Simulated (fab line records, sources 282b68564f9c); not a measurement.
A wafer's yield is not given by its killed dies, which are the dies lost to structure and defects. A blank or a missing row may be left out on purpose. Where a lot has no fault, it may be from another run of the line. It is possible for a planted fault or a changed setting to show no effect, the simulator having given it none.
A struck lot beside a sound one | flow rit-cmos | 43 steps out of a route of 202
Sound: these wafers, L465.2, L465.3, L465.5. Wafers struck: L483.1, L483.2, L483.6. The cause is given at the end.
Each step with rows lists, per side, the tool, then ch with its chambers, then its first start. Under that, the readings that differ: sound wafers | struck wafers | difference of the means | sigmas: that difference in standard deviations of wafers without a fault.
alike: a reading whose means differ by less than 2 such deviations, as well as words and numbers matching on both sides. not compared: withheld readings; readings where some wafer has no value; bounds like >300 that might hide an equal value; numbers whose values overlap and for which the record gives no deviation.
A row with sigmas, a row that says differs or no value, or rows on one side alone: a step with any of these is where the two part. Numbers that don't overlap but have no deviation are shown without sigmas and don't part them. A reading that every wafer of one side lacks parts them only if that side has two wafers or more.

RIT_ACTIVE_THK_MEAS_04:
  sound: film-metro-01 at day 2 12:23; struck: film-metro-01 at day 6 04:05
  alike: ACTIVE_NITRIDE_THK
then, 6 steps without rows for these wafers: RIT_ACTIVE_HMDS_05 (prime time 60 s); RIT_ACTIVE_COAT_06 (resist thk 1000 nm); RIT_ACTIVE_SOFTBAKE_07 (time 60 s); RIT_ACTIVE_EXPOSE_08 (exposes mask M1, target cd 1400 nm); RIT_ACTIVE_PEB_09; RIT_ACTIVE_DEVELOP_10 (develop time 50 s).
RIT_ACTIVE_CD_MEAS_11: the cd target is 1400 nm.
  sound: cd-sem-01 at day 2 13:19; struck: cd-sem-02 at day 6 05:07
  alike: cd-nm
then, 1 step without rows for these wafers: RIT_ACTIVE_HARDBAKE_12 (time 60 s).
RIT_ACTIVE_ETCH_13: etches Si3N4 in SF6, stops on SiO2, time 210 s, target depth 210 nm.
  sound on rie-diel-03 ch 0,1,3, day 2 13:34; struck on rie-diel-02 ch 0,3, day 6 05:26
  reading                | sound          | struck         | difference | sigmas
  throttle-valve-pct (%) | 7.50 7.33 7.58 | 7.75 7.51 7.75 | +0.20      | +2
  alike: drypump-motor-current-A, oes-product-au
  not compared: rf-hours-counter-h
RIT_ACTIVE_STRIP_14: strips in O2, time 180 s.
  sound on plasma-asher-04 ch 0,1, day 2 13:41; struck on plasma-asher-04 ch 0,1, day 6 05:35
  alike: drypump-motor-current-A
  not compared: rf-hours-counter-h
RIT_ACTIVE_CD_MEAS_90: the cd target is 1400 nm.
  sound: cd-sem-01 at day 2 13:53; struck: cd-sem-02 at day 6 05:45
  alike: cd-nm
RIT_ACTIVE_CLEAN_15: cleans in SC1, time 600 s.
  sound on wet-bench-02 ch 1, day 2 13:59; struck on wet-bench-02 ch 2, day 6 05:52
then, 3 steps without rows for these wafers: RIT_ACTIVE_CLEAN_16 (cleans in dHF, time 30 s); RIT_ACTIVE_CLEAN_17 (cleans in SC2, time 600 s); RIT_FOX1_OXIDATION_00 (target thk 350.7 nm, ox time 1130 s).
RIT_FOX1_THK_MEAS_01:
  sound: film-metro-03 at day 2 16:24; struck: film-metro-03 at day 6 08:41
  alike: FOX1_OXIDE_THK
then, 2 steps without rows for these wafers: RIT_FOX1_WET_ETCH_02 (etches SiO2 in BOE, target depth 350 nm, time 390 s); RIT_FOX2_OXIDATION_00 (target thk 350.7 nm, ox time 1130 s).
RIT_FOX2_THK_MEAS_01:
  sound: film-metro-04 at day 2 18:54; struck: film-metro-04 at day 6 11:38
  alike: FOX2_OXIDE_THK
then, 2 steps without rows for these wafers: RIT_FOX2_CLEAN_02 (cleans in dHF, time 180 s); RIT_FOX2_WET_ETCH_03 (etches Si3N4 in H3PO4, target depth 195 nm, time 2700 s).
RIT_FOX2_THK_MEAS_90:
  sound: film-metro-03 at day 2 19:46; struck: film-metro-03 at day 6 12:31
  alike: FIELD_OXIDE_LEFT_1_THK
then, 6 steps without rows for these wafers: RIT_NWELL_HMDS_00 (prime time 60 s); RIT_NWELL_COAT_01 (resist thk 1300 nm); RIT_NWELL_SOFTBAKE_02 (time 60 s); RIT_NWELL_EXPOSE_03 (exposes mask M2, target cd 43900 nm); RIT_NWELL_PEB_04; RIT_NWELL_DEVELOP_05 (develop time 68 s).
RIT_NWELL_OVL_MEAS_06:
  sound: overlay-02 at day 2 20:57; struck: overlay-02 at day 6 13:28
  alike: NWELL_OVL
then, 2 steps without rows for these wafers: RIT_NWELL_HARDBAKE_07 (time 120 s); RIT_NWELL_IMPLANT_08.
RIT_NWELL_STRIP_09: strips in O2, time 180 s.
  sound on plasma-asher-02 ch 0,1, day 2 21:23; struck on plasma-asher-01 ch 0,1, day 6 13:53
  alike: drypump-motor-current-A
  not compared: rf-hours-counter-h
RIT_NWELL_TW_MEAS_10:
  sound: film-metro-03 at day 2 21:34; struck: film-metro-02 at day 6 14:04
  alike: NWELL_TW
then, 6 steps without rows for these wafers: RIT_PWELL_HMDS_00 (prime time 60 s); RIT_PWELL_COAT_01 (resist thk 1300 nm); RIT_PWELL_SOFTBAKE_02 (time 60 s); RIT_PWELL_EXPOSE_03 (exposes mask M3, target cd 43700 nm); RIT_PWELL_PEB_04; RIT_PWELL_DEVELOP_05 (develop time 68 s).
RIT_PWELL_OVL_MEAS_06:
  sound: overlay-01 at day 2 22:49; struck: overlay-02 at day 6 15:01
  alike: PWELL_OVL
then, 1 step without rows for these wafers: RIT_PWELL_HARDBAKE_07 (time 120 s).
RIT_M1_PROBE_99:
  sound: prober-02 at day 4 14:16; struck: prober-01 at day 8 06:44
  reading             | sound | struck                                                                     | difference                   | sigmas
  hold                | - - - | await-dispo/1.9h/release await-dispo/1.9h/release await-dispo/1.9h/release | no value on the sound wafers |
  killed-at-front-end | 7 4 4 | 31 31 28                                                                   | +25                          | +9
  killed-dies         | 7 5 4 | 31 31 28                                                                   | +25                          | +9
  killed-on-rim       | 1 1 2 | 11 13 10                                                                   | +10                          | +8
  alike: killed-at-contacts, killed-open, killed-short

## WHERE THEY PART
Earliest at RIT_ACTIVE_ETCH_13; latest, in this record, at RIT_M1_PROBE_99.

WHY: whatever the simulator had introduced
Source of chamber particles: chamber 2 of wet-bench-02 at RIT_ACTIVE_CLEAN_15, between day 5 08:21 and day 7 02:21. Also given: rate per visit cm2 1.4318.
